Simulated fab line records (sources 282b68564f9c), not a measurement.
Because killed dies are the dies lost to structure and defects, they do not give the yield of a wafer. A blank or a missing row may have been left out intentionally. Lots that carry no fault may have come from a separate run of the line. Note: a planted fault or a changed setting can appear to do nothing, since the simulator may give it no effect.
Problem report in the 8D (eight disciplines) form, filled by code	flow rit cmos	the parts of the form that need people (team, actions taken, sign-off) are left out

1. THE PROBLEM
Across 6 wafers from 2 lots, FOX2_OXIDE_THK at RIT_FOX2_THK_MEAS_01 averages 215 nm, while fault-free wafers read 349 nm with a standard deviation of 6.1. Measured from the usual mean, that is -22 standard deviations.
The first sign was on wafer L687.2 at day 4 16:29, on film metro-01. At this step, 42 wafers from 14 lots have a number in the record. The rule behind "out" and "out of limits": a value lying over 4 standard deviations away from the usual mean. All remaining wafers that have a number are taken as sound.

2. WHAT IT IS AND WHAT IT IS NOT
question	is	is not
which readings at this step	FOX2_OXIDE_THK	-
which lots	L687, L688	L673, L674, L675, L676, L678, L680, L681, L686, L693, L694, L695, L696
which wafers of those lots	all that have a number	-
read on which gauges	film metro-01, film metro-03	film metro-02
when	from day 4 16:29	up to then (24 sound wafers); but 12 sound wafers of L693, L694, L695, L696 came after

3. THE SUSPECTS, EACH WITH WHAT RULES IT OUT
Counting: a tool stays on the suspect list if, at a process step up to the reading, it processed all lots that are out and no sound lot following the first of them.
- the gauge at RIT_FOX2_THK_MEAS_01: ruled out. 2 gauges (film metro-01, film metro-03) read the wafers that are out.
- furnace-02 at RIT_FOX2_OXIDATION_00 (target thk 350.7 nm, ox time 1130 s): kept. It processed each lot that is out, first L687 at day 4 15:09, and no sound lot thereafter; up to then, the last sound lot it processed was L686 at day 4 10:10.
The count leaves furnace-02 at RIT_FOX2_OXIDATION_00.

4. THE CAUSE (what the simulator had put in)
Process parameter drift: furnace-02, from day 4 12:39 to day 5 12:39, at RIT_FOX2_OXIDATION_00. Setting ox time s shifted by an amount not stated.
Only this tool survived the counting.

5. SEQUENCE OF EFFECTS, ordered by route
Each row: a reading where the mean over the struck wafers with a number is more than 3 standard deviations away from the usual. Only readings for which the record gives a usual standard deviation are gone through. hours: the time from each lot's start at the first step in this table that gives one to its start at this step, as a median over the lots. sigmas: the change in usual standard deviations.
hours	step	reading	usual	on struck wafers	change	sigmas
0	RIT_FOX2_THK_MEAS_01	FOX2_OXIDE_THK	349 nm	215	-134	-22
1	RIT_FOX2_THK_MEAS_90	FIELD_OXIDE_LEFT_1_THK	322 nm	187	-135	-22
14	RIT_FOX2_THK_MEAS_91	FIELD_OXIDE_LEFT_2_THK	254 nm	119	-135	-22

6. HOW IT WOULD HAVE BEEN CAUGHT EARLIER
Counted from the fault's start at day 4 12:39, it took 4 hours until the first out-of-limits reading at a measuring or inspecting step in this record, taken at day 4 16:29.
Of the lots that are out (2), L688 began RIT_FOX2_OXIDATION_00 on furnace-02 after day 4 16:29. A tool hold placed at that time would have kept it from harm.
